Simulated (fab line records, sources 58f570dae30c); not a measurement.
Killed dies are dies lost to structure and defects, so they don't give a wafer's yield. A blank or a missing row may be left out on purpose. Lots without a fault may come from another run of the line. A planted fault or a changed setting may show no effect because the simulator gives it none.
Split-lot experiment | flow berkeley_cmos170 | 5 lots, 23 wafers read, on a route of 331 steps

THE SPLIT
At UCB170_M3_COAT_10 (resist thk 900 nm), the setting resist_thk_nm was moved away from the recipe's 900 nm on 9 of the 23 wafers read, by -1.9% to +5.7%. The other wafers ran this setting at the recipe's value.

The reading is taken at the split's own step.

THE READING
KrF_of_M3_COAT_10.thk_nm (the simulator's own value, which no gauge read), in nm, at UCB170_M3_COAT_10 (resist thk 900 nm). The file gives no usual value for it. The 14 wafers here that ran the recipe average 900.8 nm, standard deviation 2 nm.

wafer  | tool, chamber at the split | resist_thk_nm as run, nm | against the recipe | KrF_of_M3_COAT_10.thk_nm, nm | against lot-mates on the recipe
L075.1 | litho_track-01, 0          | 900                      | recipe             | 900.6                        | -
L075.2 | litho_track-01, 0          | 900                      | recipe             | 901.4                        | -
L075.3 | litho_track-01, 0          | 900                      | recipe             | 901.7                        | -
L075.5 | litho_track-01, 0          | 900                      | recipe             | 899.9                        | -
L075.6 | litho_track-01, 0          | 900                      | recipe             | 900.2                        | -
L074.1 | litho_track-04, 0          | 900                      | recipe             | 900.4                        | -
L074.3 | litho_track-04, 0          | 900                      | recipe             | 901.5                        | -
L074.6 | litho_track-04, 0          | 900                      | recipe             | 902                          | -
L080.1 | litho_track-04, 0          | 951.5                    | +5.7%              | 952.6                        | +49.3
L080.2 | litho_track-04, 0          | 951.5                    | +5.7%              | 954                          | +50.7
L080.3 | litho_track-04, 0          | 900                      | recipe             | 903.5                        | -
L080.4 | litho_track-04, 0          | 900                      | recipe             | 903.1                        | -
L080.6 | litho_track-04, 0          | 951.5                    | +5.7%              | 955.6                        | +52.3
L082.1 | litho_track-02, 0          | 938.4                    | +4.3%              | 934                          | +37.0
L082.2 | litho_track-02, 0          | 900                      | recipe             | 896.4                        | -
L082.3 | litho_track-02, 0          | 938.4                    | +4.3%              | 933.9                        | +36.9
L082.4 | litho_track-02, 0          | 938.4                    | +4.3%              | 934.1                        | +37.1
L082.6 | litho_track-02, 0          | 900                      | recipe             | 897.6                        | -
L081.1 | litho_track-02, 0          | 900                      | recipe             | 899.4                        | -
L081.2 | litho_track-02, 0          | 882.8                    | -1.9%              | 881.8                        | -19.7
L081.3 | litho_track-02, 0          | 900                      | recipe             | 903.6                        | -
L081.4 | litho_track-02, 0          | 882.8                    | -1.9%              | 882.4                        | -19.1
L081.5 | litho_track-02, 0          | 882.8                    | -1.9%              | 883.8                        | -17.7

THE FIT
A straight line over all 23 wafers: KrF_of_M3_COAT_10.thk_nm changes by +8.88 nm for each +1% of resist_thk_nm; r = +0.99; the points scatter about the line by 2.6 nm.
The same after taking each lot's own level away (the mean of its wafers on the recipe; 23 wafers): +8.93 nm for each +1%; r = +1.00; scatter 1.2 nm.
On that fit, the largest move of resist_thk_nm shifts the reading by 51 nm.
The lots' own levels span 897.00 to 903.30 nm, that is 3.1 times the standard deviation above.
So the lot-to-lot level changes the slope little: the two slopes agree.
Check: with one of the wafers moved furthest among these (+5.7%) left out of the fit, the line predicts +51 nm for it against its lot-mates. It came out at +49.3 nm against them.

OTHER SPLITS ON THESE WAFERS
These wafers also went through other splits before the reading. Each is held against what the fit with the lots' levels taken away leaves over:
other split on the same wafers       | wafers away from the commonest value | r with KrF_of_M3_COAT_10.thk_nm (lot level and that fit taken away)
UCB170_SILICIDE_SPUTTER_01 time_s    | 9                                    | +0.11
UCB170_CONTACT_COAT_04 resist_thk_nm | 7                                    | +0.07
UCB170_CONTACT_ETCH_18 time_s        | 8                                    | -0.02
UCB170_M1_COAT_04 resist_thk_nm      | 8                                    | +0.25
UCB170_M1_METAL_ETCH_12 time_s       | 6                                    | +0.13
UCB170_M2_STRIP_07 o2_flow_sccm      | 7                                    | +0.06
UCB170_V2_CVD_00 time_s              | 9                                    | -0.11
UCB170_V2_PEB_10 peb_temp_c          | 9                                    | +0.24
UCB170_V2_ETCH_14 time_s             | 7                                    | -0.19

THE FILE'S OWN FIT
KrF_of_M3_COAT_10.thk_nm changes by +8.87 nm for each +1% of resist_thk_nm, r = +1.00.
